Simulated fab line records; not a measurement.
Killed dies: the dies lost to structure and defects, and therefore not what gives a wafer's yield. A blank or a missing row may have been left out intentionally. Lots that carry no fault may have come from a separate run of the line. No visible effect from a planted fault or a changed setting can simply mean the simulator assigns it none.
fab line records | flow ritCmos
record: lots: 6 wafers: 18 lastDay: 6
route steps=202 shown NWELL@30 PWELL@39
lots that met no fault: from a run of the same line without faults
startH: start of the lot's first displayed wafer, in hours after the record's first day | waitH: hours from the lot's prior step to this one | " same as the row above | L1.1+2: one row covering several wafers at once | - value missing, or start not given | * or withheld: withheld | < > ~ a bound
route shown NAME@n: a module of which the file shows steps, and the number in the route of the first | usual: mean/standard deviation of fault-free wafers | same: alike in all rows | chamber/n: place in a boat | sites: each site's reading | _std_site: how widely they spread, as a standard deviation | _edge_site: inner sites' mean taken away from outer sites' mean | radiusMm: for every site, how far away it sits from the centre of the wafer | mask NAME#n: copy n | behind: the last tool/chamber to shape the wafer | hold: why the lot was held/for how many hours/how that ended | device: the n, p or np transistor that did not switch | end of line: tests of these same wafers at the route's end | for a step that has no rows: nothing shown but its recipe | killed: dies lost to structure and defects at the first sort, not the wafer's yield | map: a wafer's dies, x killed, . not, _ none there
set.NAME: the run value of the setting; set.NAME@STEP: its run value at that earlier step | model.NAME: the simulator's own value behind a step, which no gauge read
a table for each step, a row for each wafer; lots at some steps of the route
services: the hour from which a tool's chamber was out of use, counted from the record's first day as startH (under 0 if before that day), plus the number of hours and why
== steps ==
step: RIT_NWELL_SOFTBAKE_02
recipe: resist: NOVOLAK tempC: 90 timeS: 60
step: RIT_NWELL_EXPOSE_03
recipe: maskId: M2 na: 0.57 targetCdNm: 43900 doseMj: 250
step: RIT_NWELL_PEB_04
recipe: resist: NOVOLAK tempC: withheld timeS: withheld
step: RIT_NWELL_DEVELOP_05
recipe: resist: NOVOLAK developTimeS: 68 devTempC: 23
step: RIT_NWELL_OVL_MEAS_06
usual: NWELL_OVL: 0.5/1.2
columns lot.wafer tool chamber startH waitH NWELL_OVL[nm]
L130.1 overlay-01 - 36.81 - 2.4
L130.3 " - " " 2.9
L130.6 " - " " 2.9
L138.3 overlay-01 - 79.11 - 3.6
L138.5 " - " " 2.0
L138.6 " - " " 1.6
L139.1 overlay-01 - 83.56 - 2.0
L139.2 " - " " 2.2
L139.6 " - " " -0.1
L143.1 overlay-01 - 103.04 - 1.6
L143.2 " - " " 2.0
L143.4 " - " " 1.6
L144.1 overlay-01 - 106.74 - 1.8
L144.3 " - " " 0.4
L144.4 " - " " 2.2
L146.3 overlay-01 - 117.04 - 0.0
L146.4 " - " " -0.1
L146.5 " - " " -0.3
step: RIT_NWELL_HARDBAKE_07
recipe: resist: NOVOLAK tempC: 140 timeS: 120
step: RIT_NWELL_IMPLANT_08
recipe: species: P energyKev: 170 doseCm2: 5e+13 tiltDeg: 7
step: RIT_NWELL_STRIP_09
recipe: chemistry: O2 timeS: 180 resist: NOVOLAK platenTempC: withheld powerW: 500 pressureMtorr: 4000 o2FlowSccm: 4000
usual: drypumpMotorCurrentA: 5.3/0.63
columns lot.wafer tool chamber startH waitH drypumpMotorCurrentA rfHoursCounterH
L130.1 plasmaAsher-04 1 37.39 0.2 5.2 46
L130.3 " 1 " " 5.2 -
L130.6 " 1 " " 5.2 -
L138.3 plasmaAsher-01 1 79.59 0.1 4.7 -
L138.5 " 1 " " 4.7 -
L138.6 " 0 " " 5.3 -
L139.1 plasmaAsher-02 1 83.99 0.1 5.0 25
L139.2 " 0 " " 6.5 25
L139.6 " 0 " " 6.5 -
L143.1 plasmaAsher-02 0 103.47 0.1 6.5 27
L143.2 " 1 " " 4.9 27
L143.4 " 0 " " 6.4 -
L144.1 plasmaAsher-02 1 107.18 0.1 4.9 28
L144.3 " 0 " " 6.5 -
L144.4 " 1 " " 4.9 -
L146.3 plasmaAsher-02 1 117.52 0.1 5.0 -
L146.4 " 0 " " 6.4 -
L146.5 " 1 " " 5.0 -
step: RIT_NWELL_TW_MEAS_10
usual: NWELL_TW: 2122/16
columns lot.wafer tool chamber startH waitH NWELL_TW
L130.1 filmMetro-04 - 37.57 0.1 2092
L130.3 " - " " 2124
L130.6 " - " " 2108
L138.3 filmMetro-04 - 79.73 0.1 2123
L138.5 " - " " 2114
L138.6 " - " " 2115
L139.1 filmMetro-01 - 84.17 0.1 2130
L139.2 " - " " 2139
L139.6 " - " " 2135
L143.1 filmMetro-01 - 103.65 0.1 2141
L143.2 " - " " 2134
L143.4 " - " " 2140
L144.1 filmMetro-04 - 107.35 0.1 2095
L144.3 " - " " 2107
L144.4 " - " " 2083
L146.3 filmMetro-04 - 117.66 0.1 2104
L146.4 " - " " 2093
L146.5 " - " " 2097
step: RIT_PWELL_HMDS_00
recipe: primeTimeS: 60 primeTempC: 140
step: RIT_PWELL_COAT_01
recipe: resist: NOVOLAK spinRpm: 2000 resistThkNm: 1300
step: RIT_PWELL_SOFTBAKE_02
recipe: resist: NOVOLAK tempC: 90 timeS: 60
step: RIT_PWELL_EXPOSE_03
recipe: maskId: M3 na: 0.57 targetCdNm: 43700 doseMj: 250
usual: exposureDoseMJCm2: 250.02/0.26 focusOffsetNm: 0.0/0.58 na: 0.57/0
columns lot.wafer tool chamber startH waitH mask exposureDoseMJCm2 focusOffsetNm na
L130.1 ilineStepper-02 0 38.08 0.1 M3#0 250.11 -0.3 0.57
L130.3 " 0 " " M3#0 250.17 -0.2 0.57
L130.6 " 0 " " M3#0 250.07 0.2 0.57
L138.3 ilineStepper-01 - 80.29 0.1 M3#0 - - -
L138.5 " - " " M3#0 - - -
L138.6 " - " " M3#0 - - -
L139.1 ilineStepper-02 - 84.80 0.2 M3#0 - - -
L139.2 " - " " M3#0 - - -
L139.6 " - " " M3#0 - - -
L143.1 ilineStepper-01 0 104.16 0.1 M3#0 249.94 0.2 0.57
L143.2 " 0 " " M3#0 250.35 -0.3 0.57
L143.4 " 0 " " M3#0 249.74 -0.1 0.57
L144.1 ilineStepper-02 0 107.99 0.2 M3#0 249.84 0.5 0.57
L144.3 " 0 " " M3#0 249.92 -0.2 0.57
L144.4 " 0 " " M3#0 249.95 -0.7 0.57
L146.3 ilineStepper-02 0 118.18 0.1 M3#0 250.07 -0.6 0.57
L146.4 " 0 " " M3#0 250.08 0.8 0.57
L146.5 " 0 " " M3#0 250.14 0.5 0.57
step: RIT_PWELL_PEB_04
recipe: resist: NOVOLAK tempC: withheld timeS: withheld
== services ==
columns tool chamber startH hours kind
ilineStepper-02 - 31.40 1.7 pm
ilineStepper-02 - 35.11 0.9 repair
ilineStepper-01 0 35.88 - calibration
plasmaAsher-01 - 38.42 0.3 repair
ilineStepper-02 0 64.84 - calibration
ilineStepper-01 - 86.13 1.8 repair
plasmaAsher-01 - 108.75 9.0 pm
plasmaAsher-01 0 108.75 9.0 ventCycle
plasmaAsher-01 1 108.75 9.0 ventCycle
plasmaAsher-01 0 117.75 - clean
plasmaAsher-01 1 117.75 - clean
== key ==
firstSign: step: RIT_PWELL_EXPOSE_03 reading: toolRecord direction: missing
effect none on later readings
metAt RIT_PWELL_EXPOSE_03
struckWafers L138.3,L138.5,L138.6,L139.1,L139.2,L139.6
sortLeftOut L138.3,L138.5,L138.6,L139.1,L139.2,L139.6
testerLeftOut L138,L139
onsetBetween 38.08 80.29
fault: kind: skippedStepWhole tool: ilineStepper-01,ilineStepper-02 chamber: - onsetH: 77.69 steps: RIT_PWELL_EXPOSE_03 scope: struckLotsOnly
testerLeftOut: of these lots the tester's yield and bins aren't shown, on N5 and GAA mostly nor the transistor test; their killed dies are dies lost to structure and defects alone, not to doping, threshold or leakage, so they don't give the yield
sortLeftOut: the simulated sort isn't trusted on such a fault, so these wafers' sort isn't shown, and their yield isn't known
